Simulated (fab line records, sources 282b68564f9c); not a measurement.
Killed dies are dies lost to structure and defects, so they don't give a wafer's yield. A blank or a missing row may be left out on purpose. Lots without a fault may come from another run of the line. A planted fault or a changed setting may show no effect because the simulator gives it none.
A struck lot beside a sound one | flow rit_cmos | 44 steps out of a route of 202
Sound: wafers L433.4, L433.5, L433.6. Struck: wafers L439.1, L439.2, L439.6. The cause comes at the end.
At each step with rows: each side's tool, then ch and its chambers, then its first start. Under that, the readings that differ: sound wafers | struck wafers | difference of the means | sigmas: that difference in standard deviations of wafers without a fault.
alike: readings whose means differ by less than 2 such deviations, and words and numbers that are the same on both sides. not compared: withheld readings, readings that some wafer has no value for, bounds like >300 that may hide the same value, and numbers for which the record gives no deviation and whose values overlap.
The two part at a step that has a row with sigmas, a row that says differs or no value, or rows on one side only. Numbers that don't overlap but have no deviation are shown without sigmas and don't part them. A reading that every wafer of one side lacks parts them only if that side has two wafers or more.

first, 2 steps without rows for these wafers: RIT_NLDD_HARDBAKE_07 (time 60 s); RIT_NLDD_IMPLANT_08.
RIT_NLDD_STRIP_09: strips in O2, time 180 s.
  sound on plasma_asher-03 ch 0,1, day 3 10:17; struck on plasma_asher-01 ch 0,1, day 4 16:41
  alike: drypump_motor_current_A, rf_refl_power_W
  not compared: rf_hours_counter_h
RIT_NLDD_TW_MEAS_10:
  sound on film_metro-02, day 3 10:26; struck on film_metro-02, day 4 16:52
  alike: NLDD_TW
then, 6 steps without rows for these wafers: RIT_PLDD_HMDS_00 (prime time 60 s); RIT_PLDD_COAT_01 (resist thk 1000 nm); RIT_PLDD_SOFTBAKE_02 (time 60 s); RIT_PLDD_EXPOSE_03 (exposes mask M8, target cd 40900 nm); RIT_PLDD_PEB_04; RIT_PLDD_DEVELOP_05 (develop time 50 s).
RIT_PLDD_OVL_MEAS_06:
  sound on overlay-01, day 3 11:28; struck on overlay-02, day 4 17:53
  alike: PLDD_OVL
then, 1 step without rows for these wafers: RIT_PLDD_HARDBAKE_07 (time 60 s).
RIT_PLDD_IMPLANT_08:
  sound on implanter-01 ch 0, day 3 11:43; struck on implanter-03 ch 0, day 4 18:23
RIT_PLDD_STRIP_09: strips in O2, time 180 s.
  sound on plasma_asher-04 ch 0,1, day 3 11:50; struck on plasma_asher-03 ch 0,1, day 4 18:32
  alike: drypump_motor_current_A, rf_refl_power_W
  not compared: rf_hours_counter_h
RIT_PLDD_TW_MEAS_10:
  sound on film_metro-04, day 3 11:59; struck on film_metro-04, day 4 18:43
  reading | sound          | struck         | difference | sigmas
  PLDD_TW | 2344 2346 2343 | 2717 2717 2708 | +370       | +16
then, 4 steps without rows for these wafers: RIT_SPACER_CLEAN_00 (cleans in SC1, time 600 s); RIT_SPACER_CLEAN_01 (cleans in dHF, time 30 s); RIT_SPACER_CLEAN_02 (cleans in SC2, time 600 s); RIT_SPACER_CVD_03 (deposits Si3N4 from SiH2Cl2/NH3, target thk 250 nm, time 3300 s).
RIT_SPACER_THK_MEAS_04:
  sound on film_metro-01, day 3 14:20; struck on film_metro-01, day 4 22:11
  reading                 | sound             | struck            | difference | sigmas
  SPACER_NITRIDE_THK (nm) | 248.5 246.7 247.8 | 253.1 254.3 251.5 | +5.3       | +2
RIT_SPACER_ETCHBACK_05: etches Si3N4 in SF6/CHF3, stops on SiO2, target depth 250 nm, time 240 s.
  sound on rie_diel-02 ch 0,2,3, day 3 14:26; struck on rie_diel-01 ch 1,3, day 4 22:14
  alike: SF6_flow_sccm, drypump_motor_current_A, oes_product_au, throttle_valve_pct
  not compared: rf_hours_counter_h
then, 6 steps without rows for these wafers: RIT_NSD_HMDS_00 (prime time 60 s); RIT_NSD_COAT_01 (resist thk 1000 nm); RIT_NSD_SOFTBAKE_02 (time 60 s); RIT_NSD_EXPOSE_03 (exposes mask M9, target cd 40700 nm); RIT_NSD_PEB_04; RIT_NSD_DEVELOP_05 (develop time 50 s).
RIT_NSD_OVL_MEAS_06:
  sound on overlay-01, day 3 15:23; struck on overlay-02, day 4 23:22
  alike: NSD_OVL
then, 2 steps without rows for these wafers: RIT_NSD_HARDBAKE_07 (time 60 s); RIT_NSD_IMPLANT_08.
RIT_NSD_STRIP_09: strips in O2, time 180 s.
  sound on plasma_asher-01 ch 0,1, day 3 15:46; struck on plasma_asher-02 ch 0,1, day 4 23:43
  alike: drypump_motor_current_A, rf_refl_power_W
  not compared: rf_hours_counter_h
RIT_NSD_TW_MEAS_10:
  sound on film_metro-02, day 3 15:54; struck on film_metro-02, day 4 23:53
  alike: NSD_TW
then, 6 steps without rows for these wafers: RIT_PSD_HMDS_00 (prime time 60 s); RIT_PSD_COAT_01 (resist thk 1000 nm); RIT_PSD_SOFTBAKE_02 (time 60 s); RIT_PSD_EXPOSE_03 (exposes mask M10, target cd 40900 nm); RIT_PSD_PEB_04; RIT_PSD_DEVELOP_05 (develop time 50 s).
RIT_PSD_OVL_MEAS_06:
  sound on overlay-01, day 3 16:55; struck on overlay-02, day 5 00:55
  alike: PSD_OVL
then, 2 steps without rows for these wafers: RIT_PSD_HARDBAKE_07 (time 60 s); RIT_PSD_IMPLANT_08.
RIT_PSD_STRIP_09: strips in O2, time 180 s.
  sound on plasma_asher-01 ch 0,1, day 3 17:18; struck on plasma_asher-03 ch 0,1, day 5 01:15
  alike: drypump_motor_current_A, rf_refl_power_W
  not compared: rf_hours_counter_h
RIT_SDANNEAL_RS_MEAS_06: measures by four-point-probe.
  sound on film_metro-03, day 3 18:12; struck on film_metro-03, day 5 02:09
  reading          | sound             | struck            | difference | sigmas
  PLDD_RS (ohm/sq) | 178.0 178.1 178.3 | 151.5 151.4 151.4 | -26.7      | -61
RIT_M1_PROBE_99:
  the record has rows for the struck wafers here (prober-01, day 5 09:28) and none for the sound ones

WHERE THEY PART
First at RIT_PLDD_TW_MEAS_10; last, within this record, at RIT_M1_PROBE_99.

WHY: what the simulator had put in
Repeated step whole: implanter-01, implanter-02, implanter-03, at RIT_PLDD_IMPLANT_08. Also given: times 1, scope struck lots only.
